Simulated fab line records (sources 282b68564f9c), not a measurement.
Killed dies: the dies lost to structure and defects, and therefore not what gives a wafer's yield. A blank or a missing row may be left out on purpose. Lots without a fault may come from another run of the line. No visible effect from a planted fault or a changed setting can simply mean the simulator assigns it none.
Split-lot experiment / flow ritCmos / 5 lots, 23 wafers read, on a route of 202 steps

== ON THE SPLIT ==
At RIT_NLDD_IMPLANT_08, the setting energyKev was moved away from the recipe's 20 on 11 of the 23 wafers read, by -3.2% to +5.2%. The other wafers ran this setting at the recipe's value.

== FROM SPLIT TO READING: 1 step shown by the file between the two ==
- RIT_NLDD_STRIP_09: strips in O2, time 180 s

== THE READING ==
NLDD_TW, at RIT_NLDD_TW_MEAS_10. On this fab line, fault-free wafers typically give 2478 with a standard deviation of 14.

wafer=L078.2; tool, chamber at the split=implanter-02, 0; energyKev as run=20; against the recipe=recipe; NLDD_TW=2466; against lot-mates on the recipe=-
wafer=L078.4; tool, chamber at the split=implanter-02, 0; energyKev as run=20; against the recipe=recipe; NLDD_TW=2461; against lot-mates on the recipe=-
wafer=L078.5; tool, chamber at the split=implanter-02, 0; energyKev as run=20; against the recipe=recipe; NLDD_TW=2473; against lot-mates on the recipe=-
wafer=L079.2; tool, chamber at the split=implanter-02, 0; energyKev as run=20.84; against the recipe=+4.2%; NLDD_TW=2508; against lot-mates on the recipe=+25
wafer=L079.3; tool, chamber at the split=implanter-02, 0; energyKev as run=20.84; against the recipe=+4.2%; NLDD_TW=2505; against lot-mates on the recipe=+22
wafer=L079.4; tool, chamber at the split=implanter-02, 0; energyKev as run=20; against the recipe=recipe; NLDD_TW=2481; against lot-mates on the recipe=-
wafer=L079.5; tool, chamber at the split=implanter-02, 0; energyKev as run=20.84; against the recipe=+4.2%; NLDD_TW=2489; against lot-mates on the recipe=+6
wafer=L079.6; tool, chamber at the split=implanter-02, 0; energyKev as run=20; against the recipe=recipe; NLDD_TW=2485; against lot-mates on the recipe=-
wafer=L080.1; tool, chamber at the split=implanter-01, 0; energyKev as run=19.35; against the recipe=-3.2%; NLDD_TW=2428; against lot-mates on the recipe=-38
wafer=L080.3; tool, chamber at the split=implanter-01, 0; energyKev as run=19.35; against the recipe=-3.2%; NLDD_TW=2444; against lot-mates on the recipe=-22
wafer=L080.4; tool, chamber at the split=implanter-01, 0; energyKev as run=20; against the recipe=recipe; NLDD_TW=2462; against lot-mates on the recipe=-
wafer=L080.5; tool, chamber at the split=implanter-01, 0; energyKev as run=20; against the recipe=recipe; NLDD_TW=2470; against lot-mates on the recipe=-
wafer=L080.6; tool, chamber at the split=implanter-01, 0; energyKev as run=19.35; against the recipe=-3.2%; NLDD_TW=2433; against lot-mates on the recipe=-33
wafer=L081.1; tool, chamber at the split=implanter-01, 0; energyKev as run=20; against the recipe=recipe; NLDD_TW=2460; against lot-mates on the recipe=-
wafer=L081.2; tool, chamber at the split=implanter-01, 0; energyKev as run=19.57; against the recipe=-2.1%; NLDD_TW=2446; against lot-mates on the recipe=-15
wafer=L081.3; tool, chamber at the split=implanter-01, 0; energyKev as run=19.57; against the recipe=-2.1%; NLDD_TW=2442; against lot-mates on the recipe=-19
wafer=L081.4; tool, chamber at the split=implanter-01, 0; energyKev as run=20; against the recipe=recipe; NLDD_TW=2453; against lot-mates on the recipe=-
wafer=L081.5; tool, chamber at the split=implanter-01, 0; energyKev as run=20; against the recipe=recipe; NLDD_TW=2471; against lot-mates on the recipe=-
wafer=L083.1; tool, chamber at the split=implanter-04, 0; energyKev as run=20; against the recipe=recipe; NLDD_TW=2475; against lot-mates on the recipe=-
wafer=L083.3; tool, chamber at the split=implanter-04, 0; energyKev as run=21.05; against the recipe=+5.2%; NLDD_TW=2517; against lot-mates on the recipe=+43
wafer=L083.4; tool, chamber at the split=implanter-04, 0; energyKev as run=21.05; against the recipe=+5.2%; NLDD_TW=2507; against lot-mates on the recipe=+33
wafer=L083.5; tool, chamber at the split=implanter-04, 0; energyKev as run=20; against the recipe=recipe; NLDD_TW=2473; against lot-mates on the recipe=-
wafer=L083.6; tool, chamber at the split=implanter-04, 0; energyKev as run=21.05; against the recipe=+5.2%; NLDD_TW=2516; against lot-mates on the recipe=+42

FIT RESULTS
A straight line over all 23 wafers: NLDD_TW changes by +8.87 for each +1% of energyKev; r = +0.95; the points scatter about the line by 8.4.
The same after taking each lot's own level away (the mean of its wafers on the recipe; 23 wafers): +7.11 for each +1%; r = +0.94; scatter 7.5.
That fit puts the effect of the largest move of energyKev on the reading at 37.
The span of the lots' own levels, 2461.3 to 2483.0, comes to 1.5 times the standard deviation stated above.
So the slope is not independent of the lot-to-lot level: the two fits are not the same.
Check: with one of the wafers moved furthest among these (+5.2%) left out of the fit, the line predicts +33.1 for it against its lot-mates. Against them it came out at +43.

== THE WHOLE CHAIN: every reading that the file lists as answering this split, in the file's order ==
step=RIT_NLDD_IMPLANT_08; what it does=; reading=implant.drpNm (the simulator's own value, which no gauge read); change (the file's fit)=+0.0778 nm for each +1% of the setting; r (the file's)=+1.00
step=RIT_NLDD_TW_MEAS_10; what it does=; reading=NLDD_TW; change (the file's fit)=+6.94 for each +1% of the setting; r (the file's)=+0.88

== THE FILE'S OWN FIT ==
NLDD_TW changes by +6.94 for each +1% of energyKev, r = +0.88.
